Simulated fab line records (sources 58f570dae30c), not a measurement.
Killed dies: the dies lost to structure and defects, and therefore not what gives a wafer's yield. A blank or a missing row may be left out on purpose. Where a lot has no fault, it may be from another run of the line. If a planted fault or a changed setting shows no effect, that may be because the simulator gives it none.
A lot that was struck, set against a sound lot / flow berkeley_cmos170 / 16 out of 331 route steps
Sound: these wafers, L118.1, L118.3, L118.6. Wafers struck: L131.1, L131.6. At the end, the cause is stated.
Per side, at each step with rows, come the tool, then ch with its chambers, and then its first start. Under that, the readings that differ: sound wafers / struck wafers / difference of the means / sigmas: that difference in standard deviations of wafers without a fault.
alike: readings with means less than 2 such deviations apart, plus words and numbers identical on both sides. not compared: withheld readings, readings lacking a value on some wafer, bounds such as >300 that could conceal the same value, and numbers that have no deviation in the record and whose values overlap.
A row with sigmas, a row that says differs or no value, or rows on one side alone: a step with any of these is where the two part. When numbers do not overlap yet have no deviation, they are printed without sigmas and do not part them. Lack of a reading on every wafer of one side parts them only where that side has two or more wafers.

UCB170_M1_SPUTTER_00: material Al, target thk 600 nm, time 80 s.
  sound: pvd_sputter-02 at day 7 03:08; struck: pvd_sputter-04 at day 9 15:04
  alike: throttle_valve_pct
UCB170_M1_RS_MEAS_01: the measuring method here is four-point-probe.
  sound: film_metro-02 at day 7 03:12; struck: film_metro-03 at day 9 15:08
  alike: M1_AL_RS
UCB170_M1_THK_MEAS_02: measures by xrf.
  sound: film_metro-02 at day 7 03:19; struck: film_metro-03 at day 9 15:15
  alike: M1_AL_THK
then, 6 steps without rows for these wafers: UCB170_M1_COAT_03; UCB170_M1_COAT_04 (resist thk 900 nm); UCB170_M1_SOFTBAKE_05 (time 60 s); UCB170_M1_EXPOSE_06 (exposes mask METAL1, target cd 700 nm); UCB170_M1_PEB_07; UCB170_M1_DEVELOP_08 (develop time 45 s).
UCB170_M1_CD_MEAS_09: the cd target is 700 nm.
  sound: cd_sem-02 at day 7 04:57; struck: cd_sem-01 at day 9 16:38
  alike: cd_nm
UCB170_M1_OVL_MEAS_10:
  sound: overlay-02 at day 7 05:04; struck: overlay-01 at day 9 16:45
  alike: M1_OVL
UCB170_M1_ETCH_11: etches BARC in N2/H2.
  sound on rie_diel-01 ch 0,3, day 7 05:07; struck on rie_diel-03 ch 0,1, day 9 16:47
reading=throttle_valve_pct (%); sound=13.51 13.56 13.50; struck=12.89 13.42; difference=-0.37; sigmas=-2
  alike: drypump_motor_current_A, oes_product_au, rf_fwd_power_W
UCB170_M1_METAL_ETCH_12: etches Al in Cl2/BCl3, stops on PSG, target depth 780 nm, time 130 s.
  sound on rie_metal-04 ch 0,1, day 7 05:09; struck on rie_metal-01 ch 0, day 9 16:50
reading=drypump_motor_current_A (A); sound=5.3 5.1 5.2; struck=5.9 5.9; difference=+0.7; sigmas=+2
reading=oes_product_au (a.u.); sound=0.850 0.846 0.858; struck=0.936 0.940; difference=+0.087; sigmas=+6
reading=rf_fwd_power_W (W); sound=594.9 596.1 596.2; struck=- -; difference=no value on the struck wafers; sigmas=
reading=run_length_s (s); sound=158.3 158.6 158.1; struck=124.1 124.0; difference=-34.3; sigmas=-80
reading=model.KrF_of_M1_COAT_04.thk_nm (nm); sound=415.1 453.4 414.1; struck=571.3 569.3; difference=+142.8; sigmas=
reading=model.M1.feature_depth_nm (nm); sound=651.2 639.1 654.5; struck=547.2 546.6; difference=-101.4; sigmas=
reading=model.etch.depth_nm (nm); sound=612.1 602.7 615.2; struck=547.2 546.6; difference=-63.1; sigmas=
  alike: throttle_valve_pct
  not compared: rf_hours_counter_h
UCB170_M1_STRIP_13: strips in O2.
  sound on plasma_asher-01 ch 1, day 7 05:17; struck on plasma_asher-03 ch 0,1, day 9 16:58
  alike: drypump_motor_current_A, o2_flow_sccm, oes_product_au
  not compared: rf_hours_counter_h
UCB170_M1_CD_MEAS_90: the cd target is 700 nm.
  sound: cd_sem-02 at day 7 05:31; struck: cd_sem-02 at day 9 17:04
reading=cd_nm (nm); sound=698.6 700.4 700.5; struck=710.3 708.2; difference=+9.4; sigmas=+3
then, 1 step without rows for these wafers: UCB170_M1_ANNEAL_14 (time 1200 s).

## WHERE THEY PART
First at UCB170_M1_ETCH_11; last, within this record, at UCB170_M1_CD_MEAS_90.

WHY: the cause the simulator had injected
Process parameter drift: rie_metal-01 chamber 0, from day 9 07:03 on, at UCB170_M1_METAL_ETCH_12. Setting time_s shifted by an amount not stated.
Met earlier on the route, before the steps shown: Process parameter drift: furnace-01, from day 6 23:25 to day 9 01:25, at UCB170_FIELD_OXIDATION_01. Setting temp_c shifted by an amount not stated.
